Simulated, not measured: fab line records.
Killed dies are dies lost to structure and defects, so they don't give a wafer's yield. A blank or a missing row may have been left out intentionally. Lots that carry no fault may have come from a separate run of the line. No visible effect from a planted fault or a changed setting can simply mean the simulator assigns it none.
fab line records	flow rit_cmos
[record] lots = 6	wafers = 18	last_day = 7
route steps=202 shown PSD@150 SDANNEAL@153 NSD@158 PLDD@159 NLDD@160 SILICIDE@161 CONTACT@168 M1@184
lots untouched by any fault: they come from a run of this same line in which no faults occurred
start_h: the number of hours between the record's first day and the start of the first shown wafer of the lot	wait_h: hours from the lot's prior step to this one	" identical to the entry in the row above	L1.1+2: several wafers, shown together as one row	- either no value or no given start	* or withheld: withheld	< > ~ a bound
route shown NAME@n: names a module that has steps shown in the file, with the first one's number in the route	usual: mean and standard deviation over wafers with no fault	same: alike in all rows	chamber/n: place in a boat	sites: each site's reading	_std_site: standard deviation of those values	_edge_site: outer sites' mean less inner sites'	radius_mm: how far each site lies from the wafer's centre	mask NAME#n: copy n	behind: tool/chamber where the wafer was last shaped	hold: why the lot went on hold/how many hours it stayed there/how the hold came to an end	device: the transistor (n, p or np) that didn't switch	end of line: the route-end tests of the same wafers	step lacking rows: just its recipe	killed: not the wafer's yield, but the dies lost to structure and defects at the first sort	map: a wafer's dies, marking killed ones x, the rest . and places with no die _
set.NAME: the setting that was run; set.NAME@STEP: the one run at that earlier step	model.NAME: the simulator's own value behind a step, which no gauge read
lots at some steps of the route; a table a step, a row a wafer
services: a tool's chamber out of use, with start hour (start_h, from the record's first day; less than 0 if before it), hours out, and reason
[[steps]]
[step RIT_PSD_IMPLANT_08]
[recipe] species = BF2	energy_kev = 27	dose_cm2 = 5e+15	tilt_deg = 7
[step RIT_PSD_STRIP_09]
[recipe] chemistry = O2	time_s = 180	resist = NOVOLAK	platen_temp_c = withheld	power_w = 500	pressure_mtorr = 4000	o2_flow_sccm = 4000
[usual] drypump_motor_current_A = 5.84/0.2
lot.wafer	tool	chamber	start_h	wait_h	drypump_motor_current_A	rf_hours_counter_h
L799.1	plasma_asher-04	1	99.16	0.1	6.16	29
L799.3	"	1	"	"	6.17	-
L799.6	"	0	"	"	6.20	-
L800.1	plasma_asher-02	0	102.10	0.1	5.68	46
L800.2	"	1	"	"	5.87	46
L800.4	"	0	"	"	5.69	-
L807.1	plasma_asher-03	1	131.95	0.1	5.65	50
L807.4	"	1	"	"	5.63	-
L807.6	"	1	"	"	5.64	-
L809.1	plasma_asher-03	0	144.07	0.1	5.75	51
L809.3	"	0	"	"	5.76	-
L809.6	"	0	"	"	5.76	-
L811.1	plasma_asher-03	1	153.47	0.1	5.66	52
L811.4	"	1	"	"	5.65	-
L811.5	"	0	"	"	5.76	-
L812.3	plasma_asher-02	1	158.46	0.1	5.87	-
L812.5	"	0	"	"	5.73	-
L812.6	"	1	"	"	5.88	-
[step RIT_PSD_TW_MEAS_10]
[usual] PSD_TW = 3416/35
lot.wafer	tool	chamber	start_h	wait_h	PSD_TW
L799.1	film_metro-03	-	99.34	0.1	3394
L799.3	"	-	"	"	3379
L799.6	"	-	"	"	3391
L800.1	film_metro-03	-	102.27	0.1	3396
L800.2	"	-	"	"	3406
L800.4	"	-	"	"	3391
L807.1	film_metro-03	-	132.12	0.1	3402
L807.4	"	-	"	"	3403
L807.6	"	-	"	"	3384
L809.1	film_metro-03	-	144.25	0.1	3414
L809.3	"	-	"	"	3419
L809.6	"	-	"	"	3422
L811.1	film_metro-03	-	153.65	0.1	3412
L811.4	"	-	"	"	3406
L811.5	"	-	"	"	3395
L812.3	film_metro-04	-	158.60	0.1	3473
L812.5	"	-	"	"	3486
L812.6	"	-	"	"	3476
[step RIT_SDANNEAL_CLEAN_00]
[recipe] chemistry = SC1	mix = 3:3:50	time_s = 600	temp_c = 75
[step RIT_SDANNEAL_CLEAN_01]
[recipe] chemistry = dHF	dilution = 50:1	time_s = 30
[step RIT_SDANNEAL_CLEAN_02]
[recipe] chemistry = SC2	mix = 3:3:50	time_s = 600	temp_c = 75	dry = n2_spin
[step RIT_SDANNEAL_RTA_03]
[recipe] temp_c = 1050	time_s = 5	idle_temp_c = 600	ramp_up_c_per_s = 342	ramp_down_c_per_s = 171	cool_to_c = 600	ambient = N2
[step RIT_SDANNEAL_RS_MEAS_04]
[recipe] thk_meas_gauge = four-point-probe
[usual] PSD_RS = 115.79/0.26
lot.wafer	tool	chamber	start_h	wait_h	PSD_RS[ohm/sq]
L799.1	film_metro-04	-	99.82	0.0	115.59
L799.3	"	-	"	"	116.01
L799.6	"	-	"	"	115.91
L800.1	film_metro-04	-	102.76	0.0	115.88
L800.2	"	-	"	"	116.13
L800.4	"	-	"	"	115.92
L807.1	film_metro-02	-	132.61	0.0	115.88
L807.4	"	-	"	"	115.95
L807.6	"	-	"	"	115.75
L809.1	film_metro-02	-	144.74	0.0	115.94
L809.3	"	-	"	"	116.12
L809.6	"	-	"	"	115.93
L811.1	film_metro-03	-	154.31	0.0	115.74
L811.4	"	-	"	"	115.65
L811.5	"	-	"	"	115.87
L812.3	film_metro-04	-	159.10	0.1	115.88
L812.5	"	-	"	"	115.88
L812.6	"	-	"	"	116.11
[step RIT_SDANNEAL_RS_MEAS_05]
[recipe] thk_meas_gauge = four-point-probe
[usual] NSD_RS = 84.5/0.31
lot.wafer	tool	chamber	start_h	wait_h	NSD_RS[ohm/sq]
L799.1	film_metro-04	-	99.94	0.1	84.2
L799.3	"	-	"	"	84.3
L799.6	"	-	"	"	84.2
L800.1	film_metro-04	-	102.88	0.1	84.4
L800.2	"	-	"	"	84.2
L800.4	"	-	"	"	84.7
L807.1	film_metro-02	-	132.73	0.1	84.6
L807.4	"	-	"	"	84.5
L807.6	"	-	"	"	84.4
L809.1	film_metro-02	-	144.86	0.1	84.6
L809.3	"	-	"	"	84.5
L809.6	"	-	"	"	84.4
L811.1	film_metro-03	-	154.43	0.1	84.6
L811.4	"	-	"	"	84.6
L811.5	"	-	"	"	84.6
L812.3	film_metro-04	-	159.22	0.1	84.2
L812.5	"	-	"	"	84.0
L812.6	"	-	"	"	83.8
[step RIT_SDANNEAL_RS_MEAS_06]
[recipe] thk_meas_gauge = four-point-probe
[usual] PLDD_RS = 178.5/0.6
lot.wafer	tool	chamber	start_h	wait_h	PLDD_RS[ohm/sq]
L799.1	film_metro-04	-	100.06	0.1	179.6
L799.3	"	-	"	"	179.2
L799.6	"	-	"	"	178.2
L800.1	film_metro-04	-	103.00	0.1	179.0
L800.2	"	-	"	"	179.0
L800.4	"	-	"	"	179.1
L807.1	film_metro-02	-	132.85	0.1	179.4
L807.4	"	-	"	"	179.4
L807.6	"	-	"	"	179.5
L809.1	film_metro-02	-	144.98	0.1	179.1
L809.3	"	-	"	"	178.9
L809.6	"	-	"	"	179.2
L811.1	film_metro-03	-	154.55	0.1	178.4
L811.4	"	-	"	"	179.1
L811.5	"	-	"	"	179.0
L812.3	film_metro-04	-	159.34	0.1	177.7
L812.5	"	-	"	"	178.2
L812.6	"	-	"	"	178.3
[step RIT_SDANNEAL_RS_MEAS_07]
[recipe] thk_meas_gauge = four-point-probe
[usual] NLDD_RS = 151.5/0.54
lot.wafer	tool	chamber	start_h	wait_h	NLDD_RS[ohm/sq]
L799.1	film_metro-04	-	100.18	0.1	151.7
L799.3	"	-	"	"	151.9
L799.6	"	-	"	"	151.7
L800.1	film_metro-04	-	103.12	0.1	152.1
L800.2	"	-	"	"	152.4
L800.4	"	-	"	"	152.0
L807.1	film_metro-02	-	132.97	0.1	151.9
L807.4	"	-	"	"	151.8
L807.6	"	-	"	"	151.4
L809.1	film_metro-02	-	145.10	0.1	151.1
L809.3	"	-	"	"	151.4
L809.6	"	-	"	"	151.4
L811.1	film_metro-03	-	154.67	0.1	150.9
L811.4	"	-	"	"	151.1
L811.5	"	-	"	"	151.5
L812.3	film_metro-04	-	159.46	0.1	151.9
L812.5	"	-	"	"	151.4
L812.6	"	-	"	"	151.2
[step RIT_SILICIDE_WET_ETCH_00]
[recipe] chemistry = BOE	target = SiO2	target_depth_nm = 14	time_s = 15	dry = n2_spin	dilution = 10:1	temp_c = 21.5
[step RIT_SILICIDE_SPUTTER_01]
[recipe] material = Ti	target_thk_nm = 30	power_w = 350	chamber_pressure_pa = 0.667	gas = Ar	time_s = 240	substrate_temp_c = 25
[usual] substrate_temp_c = 25.00/0.12	throttle_valve_pct = 29.9/1.2
lot.wafer	tool	chamber	start_h	wait_h	substrate_temp_c	throttle_valve_pct
L799.1	pvd_sputter-03	-	100.32	0.0	24.93	32.1
L799.3	"	-	"	"	25.01	29.4
L799.6	"	-	"	"	25.12	29.5
L800.1	pvd_sputter-04	-	103.25	0.0	25.06	29.2
L800.2	"	-	"	"	24.86	29.1
L800.4	"	-	"	"	25.08	29.5
L807.1	pvd_sputter-01	-	133.10	0.0	25.00	29.5
L807.4	"	-	"	"	25.03	30.8
L807.6	"	-	"	"	24.98	30.7
L809.1	pvd_sputter-03	-	145.23	0.0	25.17	30.2
L809.3	"	-	"	"	25.07	31.8
L809.6	"	-	"	"	25.09	29.4
L811.1	pvd_sputter-03	-	154.80	0.0	25.13	30.3
L811.4	"	-	"	"	24.77	31.3
L811.5	"	-	"	"	25.00	32.0
L812.3	pvd_sputter-04	-	159.55	0.0	25.23	29.5
L812.5	"	-	"	"	25.08	29.2
L812.6	"	-	"	"	25.24	29.3
[step RIT_SILICIDE_RS_MEAS_02]
[recipe] thk_meas_gauge = four-point-probe	reads = Ti_of_SILICIDE_SPUTTER_01
[usual] SILICIDE_TI_RS = 47.8/0.64
lot.wafer	tool	chamber	start_h	wait_h	SILICIDE_TI_RS[ohm/sq]
L799.1	film_metro-04	-	100.47	0.1	48.0
L799.3	"	-	"	"	47.0
L799.6	"	-	"	"	47.2
L800.1	film_metro-01	-	103.40	0.1	48.8
L800.2	"	-	"	"	49.6
L800.4	"	-	"	"	48.8
L807.1	film_metro-04	-	133.25	0.1	48.5
L807.4	"	-	"	"	47.4
L807.6	"	-	"	"	47.4
L809.1	film_metro-04	-	145.38	0.1	47.2
L809.3	"	-	"	"	47.2
L809.6	"	-	"	"	46.9
L811.1	film_metro-01	-	154.95	0.1	47.9
L811.4	"	-	"	"	47.6
L811.5	"	-	"	"	48.3
L812.3	film_metro-01	-	159.74	0.1	48.0
L812.5	"	-	"	"	48.4
L812.6	"	-	"	"	48.7
[step RIT_SILICIDE_THK_MEAS_03]
[recipe] thk_meas_gauge = xrf	reads = Ti_of_SILICIDE_SPUTTER_01
[usual] SILICIDE_TI_THK = 29.5/0.34
lot.wafer	tool	chamber	start_h	wait_h	SILICIDE_TI_THK[nm]
L799.1	film_metro-04	-	100.59	0.1	29.5
L799.3	"	-	"	"	30.1
L799.6	"	-	"	"	29.9
L800.1	film_metro-01	-	103.52	0.1	29.1
L800.2	"	-	"	"	28.7
L800.4	"	-	"	"	29.0
L807.1	film_metro-04	-	133.37	0.1	29.1
L807.4	"	-	"	"	29.7
L807.6	"	-	"	"	29.5
L809.1	film_metro-04	-	145.50	0.1	29.7
L809.3	"	-	"	"	29.7
L809.6	"	-	"	"	29.8
L811.1	film_metro-01	-	155.07	0.1	29.6
L811.4	"	-	"	"	29.7
L811.5	"	-	"	"	29.5
L812.3	film_metro-01	-	159.84	0.1	29.5
L812.5	"	-	"	"	29.4
L812.6	"	-	"	"	29.2
[step RIT_SILICIDE_RTA_04]
[recipe] temp_c = 650	time_s = 10	idle_temp_c = 25	ramp_up_s = 5	ramp_down_s = 5	cool_to_c = 25	ambient = N2
[usual] wafer_temp_C_max = 653.2/1
lot.wafer	tool	chamber	start_h	wait_h	wafer_temp_C_max
L799.1	rtp_anneal-02	0	100.65	0.1	652.2
L799.3	"	0	"	"	652.1
L799.6	"	0	"	"	652.7
L800.1	rtp_anneal-01	0	103.58	0.1	654.5
L800.2	"	0	"	"	654.3
L800.4	"	0	"	"	653.7
L807.1	rtp_anneal-02	0	133.43	0.1	652.6
L807.4	"	0	"	"	653.4
L807.6	"	0	"	"	651.8
L809.1	rtp_anneal-02	0	145.56	0.1	652.3
L809.3	"	0	"	"	652.2
L809.6	"	0	"	"	652.0
L811.1	rtp_anneal-02	0	155.13	0.1	652.3
L811.4	"	0	"	"	652.1
L811.5	"	0	"	"	652.5
L812.3	rtp_anneal-01	0	159.91	0.1	653.8
L812.5	"	0	"	"	654.2
L812.6	"	0	"	"	654.0
[step RIT_SILICIDE_WET_ETCH_05]
[recipe] chemistry = SPM	target = Ti	temp_c = 90	time_s = 120	dry = n2_spin
[step RIT_SILICIDE_RTA_06]
[recipe] temp_c = 750	time_s = 10	idle_temp_c = 25	ramp_up_s = 5	ramp_down_s = 10	cool_to_c = 25	ambient = N2
[usual] wafer_temp_C_max = 753.4/0.98
lot.wafer	tool	chamber	start_h	wait_h	wafer_temp_C_max
L799.1	rtp_anneal-01	0	100.76	0.0	754.1
L799.3	"	0	"	"	754.4
L799.6	"	0	"	"	753.5
L800.1	rtp_anneal-02	0	103.69	0.0	752.5
L800.2	"	0	"	"	752.3
L800.4	"	0	"	"	754.7
L807.1	rtp_anneal-01	0	133.54	0.0	754.6
L807.4	"	0	"	"	754.8
L807.6	"	0	"	"	753.8
L809.1	rtp_anneal-01	0	145.67	0.0	754.6
L809.3	"	0	"	"	753.5
L809.6	"	0	"	"	753.9
L811.1	rtp_anneal-01	0	155.24	0.0	755.3
L811.4	"	0	"	"	753.6
L811.5	"	0	"	"	754.6
L812.3	rtp_anneal-02	0	160.01	0.0	753.2
L812.5	"	0	"	"	752.4
L812.6	"	0	"	"	751.6
[step RIT_CONTACT_CVD_00]
[recipe] material = SiO2	target_thk_nm = 400	precursor = TEOS	temp_c = 390	time_s = 61	rf_w = 400
[usual] heater_power_w = 307/41
lot.wafer	tool	chamber	start_h	wait_h	heater_power_w
L799.1	pecvd-02	2	100.83	0.1	342
L799.3	"	1	"	"	364
L799.6	"	2	"	"	367
L800.1	pecvd-03	0	103.76	0.1	320
L800.2	"	2	"	"	260
L800.4	"	1	"	"	317
L807.1	pecvd-04	2	133.60	0.1	320
L807.4	"	2	"	"	339
L807.6	"	0	"	"	283
L809.1	pecvd-03	1	145.73	0.1	275
L809.3	"	0	"	"	376
L809.6	"	1	"	"	289
L811.1	pecvd-03	0	155.31	0.1	301
L811.4	"	2	"	"	216
L811.5	"	0	"	"	318
L812.3	pecvd-02	2	160.06	0.0	281
L812.5	"	2	"	"	313
L812.6	"	1	"	"	279
[step RIT_CONTACT_THK_MEAS_01]
[recipe] reads = SiO2_of_CONTACT_CVD_00
[usual] CONTACT_TEOS_THK = 400/5.6
lot.wafer	tool	chamber	start_h	wait_h	CONTACT_TEOS_THK[nm]
L799.1	film_metro-01	-	100.88	0.0	397
L799.3	"	-	"	"	400
L799.6	"	-	"	"	401
L800.1	film_metro-01	-	103.81	0.0	402
L800.2	"	-	"	"	397
L800.4	"	-	"	"	405
L807.1	film_metro-01	-	133.65	0.0	395
L807.4	"	-	"	"	400
L807.6	"	-	"	"	399
L809.1	film_metro-03	-	145.78	0.0	389
L809.3	"	-	"	"	385
L809.6	"	-	"	"	395
L811.1	film_metro-04	-	155.36	0.0	394
L811.4	"	-	"	"	397
L811.5	"	-	"	"	394
L812.3	film_metro-04	-	160.13	0.0	401
L812.5	"	-	"	"	405
L812.6	"	-	"	"	408
[step RIT_CONTACT_HMDS_02]
[recipe] prime_time_s = 60	prime_temp_c = 140
[step RIT_CONTACT_COAT_03]
[recipe] resist = NOVOLAK	spin_rpm = 3250	resist_thk_nm = 1000
[step RIT_CONTACT_SOFTBAKE_04]
[recipe] resist = NOVOLAK	temp_c = 90	time_s = 60
[step RIT_CONTACT_EXPOSE_05]
[recipe] mask_id = M11	na = 0.6	source_shape = conventional	sigma_outer = 0.5	target_cd_nm = 1000	dose_mj = 250
[step RIT_CONTACT_PEB_06]
[recipe] resist = NOVOLAK	temp_c = withheld	time_s = withheld
[step RIT_CONTACT_DEVELOP_07]
[recipe] resist = NOVOLAK	develop_time_s = 120	dev_temp_c = 23
[step RIT_CONTACT_CD_MEAS_08]
[recipe] target_cd_nm = 1000
[usual] cd_nm = 1000.8/2.3
lot.wafer	tool	chamber	start_h	wait_h	cd_nm
L799.1	cd_sem-01	-	102.02	-	998.3
L799.3	"	-	"	"	997.1
L799.6	"	-	"	"	997.9
L800.1	cd_sem-01	-	104.84	-	1002.9
L800.2	"	-	"	"	1002.3
L800.4	"	-	"	"	1000.5
L807.1	cd_sem-01	-	134.81	-	1002.6
L807.4	"	-	"	"	1001.3
L807.6	"	-	"	"	1002.4
L809.1	cd_sem-02	-	147.07	-	1004.8
L809.3	"	-	"	"	1003.2
L809.6	"	-	"	"	1001.8
L811.1	cd_sem-01	-	156.51	-	1000.6
L811.4	"	-	"	"	997.5
L811.5	"	-	"	"	999.7
L812.3	cd_sem-02	-	161.30	-	999.5
L812.5	"	-	"	"	1001.2
L812.6	"	-	"	"	999.2
[step RIT_CONTACT_OVL_MEAS_09]
[usual] CONTACT_OVL = -0.2/1.3
lot.wafer	tool	chamber	start_h	wait_h	CONTACT_OVL[nm]
L799.1	overlay-01	-	102.14	0.1	-0.7
L799.3	"	-	"	"	-0.4
L799.6	"	-	"	"	-0.5
L800.1	overlay-02	-	104.96	0.1	-0.9
L800.2	"	-	"	"	-1.6
L800.4	"	-	"	"	-1.3
L807.1	overlay-01	-	134.93	0.1	0.5
L807.4	"	-	"	"	1.8
L807.6	"	-	"	"	2.1
L809.1	overlay-02	-	147.38	0.3	-1.2
L809.3	"	-	"	"	1.0
L809.6	"	-	"	"	-0.5
L811.1	overlay-01	-	156.63	0.1	-0.5
L811.4	"	-	"	"	2.3
L811.5	"	-	"	"	-0.9
L812.3	overlay-02	-	161.39	0.1	1.4
L812.5	"	-	"	"	-1.2
L812.6	"	-	"	"	-1.6
[step RIT_CONTACT_HARDBAKE_10]
[recipe] resist = NOVOLAK	temp_c = 140	time_s = 60
[step RIT_CONTACT_ETCH_11]
[recipe] target_depth_a = 4800	over_etch_frac = 0.2	stop_on = TiSi2	chemistry = CHF3/CF4/Ar	target = SiO2	CHF3_flow_sccm = 50	cf4_flow_sccm = 10	Ar_flow_sccm = 100	O2_flow_sccm = 5	pressure_mtorr = 100	rf_w = 200	time_s = 320
[usual] CHF3_flow_sccm = 49.98/0.15	drypump_motor_current_A = 5.8/0.54	oes_product_au = 0.991/0.012	throttle_valve_pct = 8.92/0.087
lot.wafer	tool	chamber	start_h	wait_h	CHF3_flow_sccm	drypump_motor_current_A	oes_product_au	rf_hours_counter_h	throttle_valve_pct
L799.1	rie_diel-02	0	102.33	0.1	50.12	6.6	0.964	151	8.88
L799.3	"	3	"	"	49.86	5.8	1.004	64	9.03
L799.6	"	1	"	"	50.28	6.1	0.984	-	8.94
L800.1	rie_diel-03	3	105.19	0.1	49.85	5.5	1.000	155	8.94
L800.2	"	0	"	"	49.83	4.8	1.000	14	8.92
L800.4	"	2	"	"	50.00	6.6	0.980	134	9.07
L807.1	rie_diel-02	1	135.11	0.1	49.71	6.1	0.975	124	8.94
L807.4	"	0	"	"	50.07	6.6	0.975	151	8.87
L807.6	"	3	"	"	49.99	5.8	1.002	-	9.02
L809.1	rie_diel-02	3	147.57	0.1	49.77	5.8	0.996	66	9.02
L809.3	"	0	"	"	50.07	6.6	0.963	152	8.88
L809.6	"	1	"	"	50.12	6.1	0.965	-	8.95
L811.1	rie_diel-01	3	156.81	0.1	49.98	5.2	0.994	139	8.81
L811.4	"	1	"	"	49.96	5.6	0.996	4	9.06
L811.5	"	1	"	"	49.87	5.6	0.999	-	9.06
L812.3	rie_diel-03	0	161.57	0.1	50.01	4.8	0.991	15	8.92
L812.5	"	1	"	"	49.96	5.6	1.006	-	8.82
L812.6	"	0	"	"	50.08	4.8	1.010	-	8.90
[step RIT_CONTACT_STRIP_12]
[recipe] chemistry = O2	time_s = 180	resist = NOVOLAK	platen_temp_c = withheld	power_w = 500	pressure_mtorr = 4000	o2_flow_sccm = 4000
[step RIT_CONTACT_CD_MEAS_90]
[recipe] target_cd_nm = 1000
[usual] cd_nm = 1000.8/2.3
lot.wafer	tool	chamber	start_h	wait_h	cd_nm
L799.1	cd_sem-02	-	102.70	0.1	998.1
L799.3	"	-	"	"	997.5
L799.6	"	-	"	"	998.5
L800.1	cd_sem-01	-	105.56	0.1	1003.0
L800.2	"	-	"	"	1001.9
L800.4	"	-	"	"	1000.3
L807.1	cd_sem-02	-	135.48	0.1	1002.0
L807.4	"	-	"	"	1000.9
L807.6	"	-	"	"	1001.8
L809.1	cd_sem-02	-	147.94	0.1	1004.6
L809.3	"	-	"	"	1003.2
L809.6	"	-	"	"	1002.7
L811.1	cd_sem-01	-	157.18	0.1	1000.0
L811.4	"	-	"	"	997.5
L811.5	"	-	"	"	999.6
L812.3	cd_sem-01	-	161.98	0.1	999.3
L812.5	"	-	"	"	1001.3
L812.6	"	-	"	"	999.1
[step RIT_CONTACT_CLEAN_13]
[recipe] chemistry = SC1	mix = 3:3:50	time_s = 600	temp_c = 75
[step RIT_CONTACT_CLEAN_14]
[recipe] chemistry = SC2	mix = 3:3:50	time_s = 600	temp_c = 75	dry = n2_spin
[step RIT_M1_SPUTTER_00]
[recipe] material = Al	target_thk_nm = 400	power_w = 2000	chamber_pressure_pa = 0.4	gas = Ar	time_s = 500	substrate_temp_c = 25
[step RIT_M1_RS_MEAS_01]
[recipe] thk_meas_gauge = four-point-probe	reads = Al_of_M1_SPUTTER_00
[usual] M1_AL_RS = 0.0735/0.00068
lot.wafer	tool	chamber	start_h	wait_h	M1_AL_RS[ohm/sq]
L799.1	film_metro-03	-	103.46	0.1	0.0737
L799.3	"	-	"	"	0.0734
L799.6	"	-	"	"	0.0737
L800.1	film_metro-04	-	106.32	0.1	0.0734
L800.2	"	-	"	"	0.0742
L800.4	"	-	"	"	0.0739
L807.1	film_metro-02	-	136.25	0.1	0.0729
L807.4	"	-	"	"	0.0735
L807.6	"	-	"	"	0.0728
L809.1	film_metro-03	-	148.70	0.1	0.0729
L809.3	"	-	"	"	0.0727
L809.6	"	-	"	"	0.0724
L811.1	film_metro-03	-	157.95	0.1	0.0733
L811.4	"	-	"	"	0.0726
L811.5	"	-	"	"	0.0729
L812.3	film_metro-02	-	162.74	0.2	0.0732
L812.5	"	-	"	"	0.0735
L812.6	"	-	"	"	0.0741
[step RIT_M1_THK_MEAS_02]
[recipe] thk_meas_gauge = xrf	reads = Al_of_M1_SPUTTER_00
[usual] M1_AL_THK = 398/4.3
lot.wafer	tool	chamber	start_h	wait_h	M1_AL_THK[nm]
L799.1	film_metro-03	-	103.58	0.1	398
L799.3	"	-	"	"	398
L799.6	"	-	"	"	400
L800.1	film_metro-04	-	106.44	0.1	398
L800.2	"	-	"	"	394
L800.4	"	-	"	"	395
L807.1	film_metro-02	-	136.37	0.1	399
L807.4	"	-	"	"	397
L807.6	"	-	"	"	400
L809.1	film_metro-03	-	148.82	0.1	405
L809.3	"	-	"	"	406
L809.6	"	-	"	"	408
L811.1	film_metro-03	-	158.07	0.1	401
L811.4	"	-	"	"	406
L811.5	"	-	"	"	403
L812.3	film_metro-02	-	162.84	0.1	401
L812.5	"	-	"	"	400
L812.6	"	-	"	"	397
[step RIT_M1_HMDS_03]
[recipe] prime_time_s = 60	prime_temp_c = 140
[step RIT_M1_COAT_04]
[recipe] resist = NOVOLAK	spin_rpm = 2000	resist_thk_nm = 1300
[step RIT_M1_SOFTBAKE_05]
[recipe] resist = NOVOLAK	temp_c = 90	time_s = 60
[step RIT_M1_EXPOSE_06]
[recipe] mask_id = M12	na = 0.6	source_shape = conventional	sigma_outer = 0.5	target_cd_nm = 2600	dose_mj = 250
[step RIT_M1_PEB_07]
[recipe] resist = NOVOLAK	temp_c = withheld	time_s = withheld
[step RIT_M1_PROBE_99]
[usual] killed_at_contacts = 0.1/0.36	killed_at_front_end = 7/3.1	killed_dies = 7/3.1	killed_on_rim = 1.9/1.4	killed_open = 3.6/2.1	killed_short = 3.2/1.9
[same] gross_dies = 264	killed_at_M0_to_M3 = 0	killed_at_M4_up = 0	killed_at_back_side = 0	killed_at_other = 0
lot.wafer	tool	chamber	start_h	wait_h	killed_at_contacts	killed_at_front_end	killed_dies	killed_on_rim	killed_open	killed_short
L799.1	prober-01	-	107.44	0.1	0	6	6	2	6	0
L799.3	prober-01	-	107.54	0.2	0	1	1	0	0	1
L799.6	prober-01	-	107.69	0.2	0	4	4	1	2	2
L800.1	prober-02	-	110.16	0.1	0	4	4	0	1	3
L807.1	prober-01	-	139.96	0.1	0	4	4	1	2	2
L807.4	prober-01	-	140.11	0.2	0	10	10	3	7	3
L807.6	prober-01	-	140.21	0.2	0	6	6	2	4	2
L809.1	prober-01	-	152.72	0.1	0	7	7	0	3	4
L809.3	prober-01	-	152.82	0.2	1	22	23	11	1	3
L809.6	prober-01	-	152.97	0.2	2	1	3	3	1	0
L811.1	prober-01	-	161.71	0.1	0	5	5	1	4	1
L811.4	prober-01	-	161.86	0.2	0	11	11	3	3	8
L811.5	prober-01	-	161.91	0.2	0	27	27	10	3	5
// killed by level:class
L799.1 GATE:geometric_particle:open=2 REOX:geometric_particle:open=2 FOX2:geometric_particle:open=1 SILICIDE:geometric_particle:open=1
L799.3 REOX:geometric_particle:short=1
L799.6 GATE:geometric_particle:open=2 GATE:geometric_particle:short=1 SPACER:geometric_particle:short=1
L800.1 SPACER:geometric_particle:short=2 GATE:geometric_particle:short=1 GATE:geometric_particle:open=1
L807.1 GATE:geometric_particle:open=1 GATE:geometric_particle:short=1 SPACER:geometric_particle:short=1 SPACER:geometric_particle:open=1
L807.4 GATE:geometric_particle:open=3 SPACER:geometric_particle:open=2 SPACER:geometric_particle:short=2 FOX1:geometric_particle:open=1 REOX:geometric_particle:short=1 REOX:geometric_particle:open=1
L807.6 SILICIDE:geometric_particle:open=2 FOX1:geometric_particle:open=1 FOX2:geometric_particle:short=1 GATE:geometric_particle:open=1 GATE:geometric_particle:short=1
L809.1 GATE:geometric_particle:open=2 GATE:geometric_particle:short=2 REOX:geometric_particle:short=1 SPACER:geometric_particle:short=1 SPACER:geometric_particle:open=1
L809.3 SILICIDE:unspecified=18 FOX1:geometric_particle:short=1 FOX2:geometric_particle:short=1 GATE:geometric_particle:open=1 SILICIDE:geometric_particle:short=1 CONTACT:coat_microbubble_printed=1
L809.6 CONTACT:coat_microbubble_printed=2 FOX1:geometric_particle:open=1
L811.1 FOX2:geometric_particle:open=1 FOX2:geometric_particle:short=1 GATE:geometric_particle:open=1 REOX:geometric_particle:open=1 SPACER:geometric_particle:open=1
L811.4 GATE:geometric_particle:short=3 FOX2:geometric_particle:short=2 GATE:geometric_particle:open=2 REOX:geometric_particle:short=2 SILICIDE:geometric_particle:short=1 SILICIDE:geometric_particle:open=1
L811.5 SILICIDE:unspecified=19 GATE:geometric_particle:short=3 FOX1:geometric_particle:open=1 GATE:geometric_particle:open=1 REOX:geometric_particle:short=1 SILICIDE:geometric_particle:short=1 SILICIDE:geometric_particle:open=1
// map L809.3 (x killed, . not)
________......._______
_____.............____
____..........x....___
___.................__
__..................._
__..................._
_.....................
_..x...............x.x
_.................xxxx
_.x................xxx
__................xxx_
__........x.....x.xxx_
___x..............xx__
____...............___
_____.............____
________......._______
// map L811.5 (x killed, . not)
________......._______
_____.............____
____...............___
___.................__
__x.................._
__...............x..._
_....x................
_................xx.x.
_.........x........xxx
_.........x.......xxxx
__................xxx_
__.x............xxxxx_
___.............x.xx__
____...............___
_____.............____
________......._______
[[services]]
tool	chamber	start_h	hours	kind
rie_diel-03	3	82.60	8.4	repair
pvd_sputter-04	-	85.20	2.1	repair
rie_diel-02	2	97.89	-	clean
rie_diel-02	2	97.89	17.9	scheduled_down
rie_diel-02	2	97.89	17.9	vent_cycle
plasma_asher-04	-	105.75	0.9	repair
plasma_asher-02	-	108.75	9.0	pm
plasma_asher-02	0	108.75	9.0	vent_cycle
plasma_asher-02	1	108.75	9.0	vent_cycle
plasma_asher-02	0	117.75	-	clean
plasma_asher-02	1	117.75	-	clean
pvd_sputter-01	-	119.25	3.4	repair
rie_diel-03	3	124.29	-	clean
rie_diel-03	3	124.29	15.5	scheduled_down
rie_diel-03	3	124.29	15.5	vent_cycle
rie_diel-02	2	137.07	15.0	repair
rie_diel-01	-	140.59	1.0	repair
rie_diel-02	0	152.06	-	clean
rie_diel-02	0	152.06	14.8	scheduled_down
rie_diel-02	0	152.06	14.8	vent_cycle
pvd_sputter-04	-	153.82	2.3	repair
pecvd-02	-	153.85	1.8	repair
rie_diel-02	-	157.75	2.8	pm
rie_diel-02	2	161.27	6.0	repair
[[key]]
[first_sign] step = RIT_M1_PROBE_99	reading = killed_dies	direction = up	sigmas = 5.9	usual = 7	struck = 25
[effect] step = RIT_M1_PROBE_99	reading = killed_at_front_end	direction = up	sigmas = 5.7	usual = 7	struck = 24
met_at RIT_SILICIDE_SPUTTER_01
struck_wafers L809.3,L811.5
tester_left_out L809,L811
onset_between 100.32 145.23
[fault] kind = chamber_particle_source	tool = pvd_sputter-03	chamber = -	onset_h = 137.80	steps = RIT_SILICIDE_SPUTTER_01	rate_per_visit_cm2 = 1.3541	end_h = 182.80	scope = struck_wafers_only
// tester_left_out: of these lots the tester's yield and bins aren't shown, on N5 and GAA mostly nor the transistor test; their killed dies are dies lost to structure and defects alone, not to doping, threshold or leakage, so they don't give the yield
